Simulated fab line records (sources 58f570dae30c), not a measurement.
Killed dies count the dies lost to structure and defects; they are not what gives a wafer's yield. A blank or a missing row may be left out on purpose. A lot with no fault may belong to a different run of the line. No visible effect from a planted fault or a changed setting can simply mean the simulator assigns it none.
fab line records    flow berkeley_cmos170
record lots=14  wafers=42  last_day=13
route steps=331 shown M2@274 V2@292 M3@310
lots that met no fault: taken from a fault-free run of the same line
start_h: start of the lot's first displayed wafer, in hours after the record's first day    wait_h: how many hours have passed since the lot's step before this one    " unchanged from the row above    L1.1+2: a single row standing in for several wafers    - value missing, or start not given    * or withheld: withheld    < > ~ a bound
route shown NAME@n: a module of which the file shows steps, and the number in the route of the first    usual: average and standard deviation across the fault-free wafers    same: alike in all rows    chamber/n: place in a boat    sites: the reading at each site    _std_site: their standard deviation    _edge_site: the outer-site mean with the inner-site mean subtracted    radius_mm: how far each site lies from the wafer's centre    mask NAME#n: copy n    behind: the tool/chamber that last shaped the wafer    hold: reason for holding the lot/hours on hold/outcome of the hold    device: whichever transistor did not switch (one of n, p or np)    end of line: tests run on the same wafers once the route is complete    step lacking rows: just its recipe    killed: not the wafer's yield, but the dies lost to structure and defects at the first sort    map: per-die view of a wafer (x killed, . not killed, _ where there is no die)
set.NAME: setting as actually run; set.NAME@STEP: the setting as run at that earlier step    model.NAME: the simulator's own value behind a step, which no gauge read
route steps across a sampled set of lots; one table per step, one row per wafer
services: from which hour (start_h, from the record's first day; less than 0 if before it) a tool's chamber was out of use, for how many hours, and why
## steps
# step UCB170_M2_THK_MEAS_03
# recipe thk_meas_gauge=xrf  reads=Al_of_M2_SPUTTER_01
# usual M2_AL_THK=897/11
lot.wafer  tool           chamber  start_h  wait_h  M2_AL_THK[nm]
L565.3     film_metro-04  -        162.99   0.1     896
L565.4     "              -        "        "       896
L565.6     "              -        "        "       887
L567.2     film_metro-04  -        183.46   0.1     900
L567.4     "              -        "        "       909
L567.6     "              -        "        "       909
L570.3     film_metro-03  -        190.11   0.1     893
L570.4     "              -        "        "       893
L570.5     "              -        "        "       885
L569.1     film_metro-04  -        191.51   0.1     882
L569.4     "              -        "        "       889
L569.6     "              -        "        "       892
L574.1     film_metro-03  -        228.80   0.1     894
L574.4     "              -        "        "       902
L574.5     "              -        "        "       899
L573.1     film_metro-01  -        229.81   0.1     884
L573.4     "              -        "        "       892
L573.6     "              -        "        "       890
L575.2     film_metro-03  -        230.06   0.1     898
L575.3     "              -        "        "       901
L575.6     "              -        "        "       911
L578.2     film_metro-03  -        242.77   0.1     897
L578.4     "              -        "        "       892
L578.6     "              -        "        "       899
L579.2     film_metro-04  -        246.71   0.1     887
L579.3     "              -        "        "       896
L579.4     "              -        "        "       899
L576.2     film_metro-01  -        246.94   0.1     904
L576.3     "              -        "        "       894
L576.5     "              -        "        "       898
L581.2     film_metro-01  -        250.12   0.1     911
L581.5     "              -        "        "       909
L581.6     "              -        "        "       912
L580.2     film_metro-04  -        250.16   0.1     913
L580.5     "              -        "        "       912
L580.6     "              -        "        "       911
L584.2     film_metro-03  -        263.20   0.1     881
L584.3     "              -        "        "       887
L584.4     "              -        "        "       882
L587.2     film_metro-03  -        290.20   0.1     884
L587.3     "              -        "        "       883
L587.5     "              -        "        "       888
# step UCB170_V2_CVD_00
# recipe material=SiO2  target_thk_nm=2000  temp_c=390  precursor=TEOS/O2  time_s=250  rf_w=561.1  pressure_mtorr=9000
# usual heater_power_w=245/51
lot.wafer  tool      chamber  start_h  wait_h  heater_power_w  since_wet_clean_h
L565.3     pecvd-03  2        166.91   0.1     172             352
L565.4     "         1        "        "       342             -
L565.6     "         2        "        "       231             -
L567.2     pecvd-01  2        185.80   0.1     217             157
L567.4     "         1        "        "       230             -
L567.6     "         2        "        "       170             -
L570.3     pecvd-01  1        192.91   0.1     263             164
L570.4     "         1        "        "       322             -
L570.5     "         2        "        "       164             -
L569.1     pecvd-03  2        196.40   0.1     158             382
L569.4     "         0        "        "       209             -
L569.6     "         2        "        "       214             -
L574.1     pecvd-01  0        231.33   0.1     239             203
L574.4     "         2        "        "       170             -
L574.5     "         1        "        "       223             -
L573.1     pecvd-03  1        232.43   0.1     251             418
L573.4     "         2        "        "       154             -
L573.6     "         0        "        "       204             -
L575.2     pecvd-04  1        232.71   0.1     243             311
L575.3     "         1        "        "       167             -
L575.6     "         1        "        "       242             -
L578.2     pecvd-01  2        246.46   0.1     195             218
L578.4     "         1        "        "       321             -
L578.6     "         0        "        "       313             -
L579.2     pecvd-01  0        250.61   0.1     277             222
L579.3     "         1        "        "       307             222
L579.4     "         1        "        "       225             -
L576.2     pecvd-01  0        251.58   0.1     309             223
L576.3     "         2        "        "       249             223
L576.5     "         1        "        "       224             -
L581.2     pecvd-01  2        252.81   0.1     243             224
L581.5     "         2        "        "       171             -
L581.6     "         0        "        "       237             -
L580.2     pecvd-01  0        253.08   0.1     306             225
L580.5     "         0        "        "       236             -
L580.6     "         2        "        "       240             -
L584.2     pecvd-03  0        265.60   0.1     250             9
L584.3     "         2        "        "       235             9
L584.4     "         1        "        "       334             -
L587.2     pecvd-04  0        294.54   0.1     228             373
L587.3     "         2        "        "       272             373
L587.5     "         2        "        "       214             -
# step UCB170_M3_SPUTTER_01
# recipe material=Al  target_thk_nm=900  time_s=120  power_w=6000  chamber_pressure_pa=0.5
# usual cathode_dc_power_W=5999.9/0.99  throttle_valve_pct=30.5/1.3
lot.wafer  tool            chamber  start_h  wait_h  cathode_dc_power_W  throttle_valve_pct
L565.3     pvd_sputter-01  -        169.77   0.0     6000.5              30.9
L565.4     "               -        "        "       6001.1              32.0
L565.6     "               -        "        "       6000.8              29.8
L567.2     pvd_sputter-04  -        188.14   0.0     5999.6              31.5
L567.4     "               -        "        "       5999.2              32.3
L567.6     "               -        "        "       6000.0              31.4
L570.3     pvd_sputter-04  -        196.10   0.0     5999.4              32.2
L570.4     "               -        "        "       6002.2              29.5
L570.5     "               -        "        "       6001.9              28.8
L569.1     pvd_sputter-03  -        199.08   0.0     6001.0              31.4
L569.4     "               -        "        "       6001.4              30.2
L569.6     "               -        "        "       6000.3              31.2
L574.1     pvd_sputter-03  -        234.21   0.0     5998.7              30.1
L574.4     "               -        "        "       5999.1              30.9
L574.5     "               -        "        "       5999.1              30.2
L573.1     pvd_sputter-01  -        235.37   0.0     5999.3              32.1
L573.4     "               -        "        "       5999.0              31.5
L573.6     "               -        "        "       5998.9              32.0
L575.2     pvd_sputter-04  -        235.85   0.0     5999.8              29.3
L575.3     "               -        "        "       6001.5              31.3
L575.6     "               -        "        "       6000.2              29.5
L578.2     pvd_sputter-04  -        249.39   0.0     5998.8              29.3
L578.4     "               -        "        "       5997.7              31.5
L578.6     "               -        "        "       5999.2              32.3
L579.2     pvd_sputter-04  -        253.37   0.0     6000.1              31.2
L579.3     "               -        "        "       6000.8              32.4
L579.4     "               -        "        "       5998.5              28.8
L576.2     pvd_sputter-01  -        254.37   0.0     6000.4              30.7
L576.3     "               -        "        "       6000.5              32.1
L576.5     "               -        "        "       5999.2              31.9
L581.2     pvd_sputter-04  -        255.48   0.0     6001.1              28.6
L581.5     "               -        "        "       5999.0              29.0
L581.6     "               -        "        "       6001.3              32.4
L580.2     pvd_sputter-01  -        255.72   0.0     6001.1              30.9
L580.5     "               -        "        "       5998.6              30.9
L580.6     "               -        "        "       5999.9              29.7
L584.2     pvd_sputter-04  -        268.31   0.0     6001.8              31.2
L584.3     "               -        "        "       5999.2              32.3
L584.4     "               -        "        "       6000.4              29.0
L587.2     pvd_sputter-01  -        297.32   0.0     5999.3              32.0
L587.3     "               -        "        "       5999.5              29.5
L587.5     "               -        "        "       6000.0              29.6
# step UCB170_M3_RS_MEAS_02
# recipe thk_meas_gauge=four-point-probe  reads=Al_of_M3_SPUTTER_01
# usual M3_AL_RS=0.0322/0.00031
lot.wafer  tool           chamber  start_h  wait_h  M3_AL_RS[ohm/sq]
L565.3     film_metro-01  -        169.90   0.1     0.0318
L565.4     "              -        "        "       0.0315
L565.6     "              -        "        "       0.0317
L567.2     film_metro-01  -        188.24   0.1     0.0320
L567.4     "              -        "        "       0.0318
L567.6     "              -        "        "       0.0318
L570.3     film_metro-02  -        196.23   0.1     0.0319
L570.4     "              -        "        "       0.0322
L570.5     "              -        "        "       0.0320
L569.1     film_metro-04  -        199.16   0.0     0.0327
L569.4     "              -        "        "       0.0323
L569.6     "              -        "        "       0.0330
L574.1     film_metro-04  -        234.29   0.0     0.0321
L574.4     "              -        "        "       0.0321
L574.5     "              -        "        "       0.0321
L573.1     film_metro-02  -        235.45   0.0     0.0324
L573.4     "              -        "        "       0.0323
L573.6     "              -        "        "       0.0325
L575.2     film_metro-01  -        235.96   0.1     0.0319
L575.3     "              -        "        "       0.0318
L575.6     "              -        "        "       0.0317
L578.2     film_metro-04  -        249.49   0.1     0.0319
L578.4     "              -        "        "       0.0319
L578.6     "              -        "        "       0.0316
L579.2     film_metro-02  -        253.47   0.1     0.0323
L579.3     "              -        "        "       0.0320
L579.4     "              -        "        "       0.0322
L576.2     film_metro-02  -        254.47   0.1     0.0323
L576.3     "              -        "        "       0.0325
L576.5     "              -        "        "       0.0325
L581.2     film_metro-04  -        255.58   0.1     0.0322
L581.5     "              -        "        "       0.0321
L581.6     "              -        "        "       0.0260
L580.2     film_metro-01  -        255.82   0.1     0.0321
L580.5     "              -        "        "       0.0322
L580.6     "              -        "        "       0.0323
L584.2     film_metro-01  -        268.41   0.1     0.0323
L584.3     "              -        "        "       0.0260
L584.4     "              -        "        "       0.0321
L587.2     film_metro-01  -        297.42   0.1     0.0326
L587.3     "              -        "        "       0.0322
L587.5     "              -        "        "       0.0321
# step UCB170_M3_THK_MEAS_03
# recipe thk_meas_gauge=xrf  reads=Al_of_M3_SPUTTER_01
# usual M3_AL_THK=897/8.6
lot.wafer  tool           chamber  start_h  wait_h  M3_AL_THK[nm]
L565.3     film_metro-01  -        170.00   0.1     906
L565.4     "              -        "        "       916
L565.6     "              -        "        "       906
L567.2     film_metro-01  -        188.35   0.1     899
L567.4     "              -        "        "       909
L567.6     "              -        "        "       906
L570.3     film_metro-02  -        196.33   0.1     903
L570.4     "              -        "        "       891
L570.5     "              -        "        "       900
L569.1     film_metro-04  -        199.28   0.1     889
L569.4     "              -        "        "       898
L569.6     "              -        "        "       872
L574.1     film_metro-04  -        234.41   0.1     903
L574.4     "              -        "        "       896
L574.5     "              -        "        "       897
L573.1     film_metro-02  -        235.57   0.1     893
L573.4     "              -        "        "       892
L573.6     "              -        "        "       886
L575.2     film_metro-01  -        236.07   0.1     901
L575.3     "              -        "        "       905
L575.6     "              -        "        "       903
L578.2     film_metro-04  -        249.60   0.1     907
L578.4     "              -        "        "       903
L578.6     "              -        "        "       914
L579.2     film_metro-02  -        253.58   0.1     897
L579.3     "              -        "        "       902
L579.4     "              -        "        "       898
L581.2     film_metro-04  -        255.69   0.1     898
L581.5     "              -        "        "       901
L581.6     "              -        "        "       1111
L580.2     film_metro-01  -        255.93   0.1     899
L580.5     "              -        "        "       891
L580.6     "              -        "        "       891
L576.2     film_metro-02  -        257.10   2.6     890
L576.3     "              -        "        "       884
L576.5     "              -        "        "       884
L584.2     film_metro-01  -        268.52   0.1     894
L584.3     "              -        "        "       1108
L584.4     "              -        "        "       897
L587.2     film_metro-01  -        297.53   0.1     887
L587.3     "              -        "        "       899
L587.5     "              -        "        "       900
# step UCB170_M3_CD_MEAS_15
# recipe target_cd_nm=700
# usual cd_nm=700.2/1.6
lot.wafer  tool       chamber  start_h  wait_h  cd_nm
L565.3     cd_sem-02  -        172.62   -       699.3
L565.4     "          -        "        "       699.6
L565.6     "          -        "        "       697.2
L567.2     cd_sem-02  -        190.13   -       700.3
L567.4     "          -        "        "       700.2
L567.6     "          -        "        "       699.2
L570.3     cd_sem-02  -        198.58   -       701.2
L570.4     "          -        "        "       700.7
L570.5     "          -        "        "       701.4
L569.1     cd_sem-01  -        200.91   -       699.2
L569.4     "          -        "        "       699.1
L569.6     "          -        "        "       699.5
L574.1     cd_sem-02  -        236.39   -       702.9
L574.4     "          -        "        "       701.0
L574.5     "          -        "        "       701.8
L573.1     cd_sem-01  -        237.37   -       699.3
L573.4     "          -        "        "       700.1
L573.6     "          -        "        "       700.1
L575.2     cd_sem-02  -        238.36   -       700.3
L575.3     "          -        "        "       700.2
L575.6     "          -        "        "       701.9
L578.2     cd_sem-02  -        251.84   -       700.9
L578.4     "          -        "        "       700.4
L578.6     "          -        "        "       698.9
L579.2     cd_sem-01  -        255.60   -       699.8
L579.3     "          -        "        "       701.5
L579.4     "          -        "        "       698.5
L581.2     cd_sem-01  -        257.34   -       700.8
L581.5     "          -        "        "       700.3
L581.6     "          -        "        "       700.4
L580.2     cd_sem-01  -        257.70   -       696.3
L580.5     "          -        "        "       698.1
L580.6     "          -        "        "       697.0
L576.2     cd_sem-01  -        258.93   -       697.5
L576.3     "          -        "        "       697.0
L576.5     "          -        "        "       698.8
L584.2     cd_sem-02  -        272.30   -       699.7
L584.3     "          -        "        "       700.0
L584.4     "          -        "        "       700.6
L587.2     cd_sem-02  -        300.98   -       703.5
L587.3     "          -        "        "       704.6
L587.5     "          -        "        "       703.8
# step UCB170_M3_METAL_ETCH_18
# recipe chemistry=Cl2/BCl3  target=Al  stop_on=SiO2  pressure_mtorr=12  target_depth_a=11700  over_etch_frac=0.3  time_s=195  icp_w=600  bias_w=120  Cl2_flow_sccm=90  bcl3_flow_sccm=45
# usual drypump_motor_current_A=6.1/0.49  oes_product_au=0.853/0.012  throttle_valve_pct=24.26/0.16
lot.wafer  tool          chamber  start_h  wait_h  drypump_motor_current_A  oes_product_au  rf_hours_counter_h  throttle_valve_pct
L565.3     rie_metal-03  1        172.84   -       5.5                      0.874           -                   24.25
L565.4     "             0        "        "       6.4                      0.860           -                   24.05
L565.6     "             1        "        "       5.5                      0.875           -                   24.24
L567.2     rie_metal-03  1        190.31   -       5.5                      0.866           4                   24.24
L567.4     "             0        "        "       6.4                      0.859           -                   24.06
L567.6     "             0        "        "       6.4                      0.852           -                   24.07
L570.3     rie_metal-03  0        198.80   -       6.4                      0.855           -                   24.05
L570.4     "             1        "        "       5.5                      0.862           -                   24.24
L570.5     "             1        "        "       5.5                      0.867           -                   24.24
L569.1     rie_metal-01  1        201.11   -       6.4                      0.845           11                  24.23
L569.4     "             0        "        "       5.5                      0.849           -                   24.58
L569.6     "             1        "        "       6.4                      0.840           -                   24.23
L574.1     rie_metal-01  0        236.58   -       5.5                      0.859           7                   24.59
L574.4     "             0        "        "       5.5                      0.848           -                   24.59
L574.5     "             0        "        "       5.5                      0.845           -                   24.58
L573.1     rie_metal-04  1        237.57   -       6.6                      0.862           13                  24.31
L573.4     "             0        "        "       6.7                      0.840           -                   24.26
L573.6     "             1        "        "       6.6                      0.856           -                   24.30
L575.2     rie_metal-03  0        238.54   -       6.4                      0.849           6                   24.05
L575.3     "             0        "        "       6.4                      0.855           -                   24.06
L575.6     "             1        "        "       5.5                      0.868           -                   24.24
L578.2     rie_metal-03  0        252.02   -       6.4                      0.858           7                   24.05
L578.4     "             0        "        "       6.4                      0.862           -                   24.06
L578.6     "             1        "        "       5.5                      0.868           -                   24.25
L579.2     rie_metal-03  1        255.77   -       5.5                      0.865           6                   24.23
L579.3     "             1        "        "       5.5                      0.858           -                   24.23
L579.4     "             0        "        "       6.4                      0.853           -                   24.06
L581.2     rie_metal-01  0        257.52   -       5.5                      0.847           8                   24.59
L581.5     "             1        "        "       6.4                      0.862           -                   24.24
L581.6     "             0        "        "       5.5                      0.957           -                   24.54
L580.2     rie_metal-04  1        257.87   -       6.6                      0.860           14                  24.29
L580.5     "             1        "        "       6.6                      0.862           -                   24.30
L580.6     "             0        "        "       6.7                      0.827           -                   24.27
L576.2     rie_metal-03  0        259.11   -       6.4                      0.846           7                   24.07
L576.3     "             0        "        "       6.4                      0.844           -                   24.05
L576.5     "             1        "        "       5.5                      0.854           -                   24.25
L584.2     rie_metal-03  0        272.48   -       6.4                      0.848           8                   24.06
L584.3     "             0        "        "       6.4                      0.951           -                   24.01
L584.4     "             1        "        "       5.5                      0.860           -                   24.25
L587.2     rie_metal-04  0        301.16   -       6.7                      0.832           4                   24.29
L587.3     "             1        "        "       6.6                      0.862           -                   24.30
L587.5     "             0        "        "       6.7                      0.831           -                   24.26
## services
tool            chamber  start_h  hours  kind
pvd_sputter-01  -        143.99   3.7    repair
rie_metal-04    0        144.07   -      clean
rie_metal-04    -        162.05   0.9    repair
rie_metal-04    1        178.69   4.1    repair
pecvd-03        -        184.54   2.8    pm
pvd_sputter-03  -        186.59   2.7    repair
pecvd-03        -        192.63   1.0    repair
pecvd-01        0        213.89   5.4    repair
pvd_sputter-01  -        223.22   3.2    repair
pvd_sputter-03  -        225.63   5.1    repair
pecvd-04        0        230.67   2.4    repair
pecvd-04        0        235.44   14.4   repair
pvd_sputter-03  -        235.85   9.4    repair
pecvd-03        -        242.50   14.0   pm
pecvd-03        0        242.50   14.0   vent_cycle
pecvd-03        1        242.50   14.0   vent_cycle
pecvd-03        2        242.50   14.0   vent_cycle
pecvd-04        -        248.51   6.0    repair
pecvd-03        0        256.50   -      clean
pecvd-03        1        256.50   -      clean
pecvd-03        2        256.50   -      clean
pecvd-01        1        256.86   3.7    repair
pvd_sputter-03  -        260.67   1.7    repair
rie_metal-03    0        278.09   1.1    repair
## key
first_sign step=UCB170_M3_RS_MEAS_02  reading=M3_AL_RS  direction=down  sigmas=20  usual=0.0322  struck=0.0260
effect step=UCB170_M3_THK_MEAS_03  reading=M3_AL_THK  direction=up  sigmas=25  usual=897  struck=1109
effect step=UCB170_M3_METAL_ETCH_18  reading=oes_product_au  direction=up  sigmas=8.4  usual=0.853  struck=0.954
met_at UCB170_M3_SPUTTER_01
struck_lots L581,L584
struck_wafers L581.6,L584.3
sort_left_out L584.3
not_acting_at UCB170_M2_THK_MEAS_03,UCB170_V2_CVD_00,UCB170_M3_CD_MEAS_15
onset_between 253.37 255.48
fault kind=process_parameter_drift  tool=pvd_sputter-04  chamber=-  onset_h=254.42  steps=UCB170_M3_SPUTTER_01  channel=time_s  offset=*  shape=step  end_h=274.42  acts_in=*  stated=*  scope=struck_wafers_only
# sort_left_out: the simulated sort isn't trusted on such a fault, so these wafers' sort isn't shown, and their yield isn't known
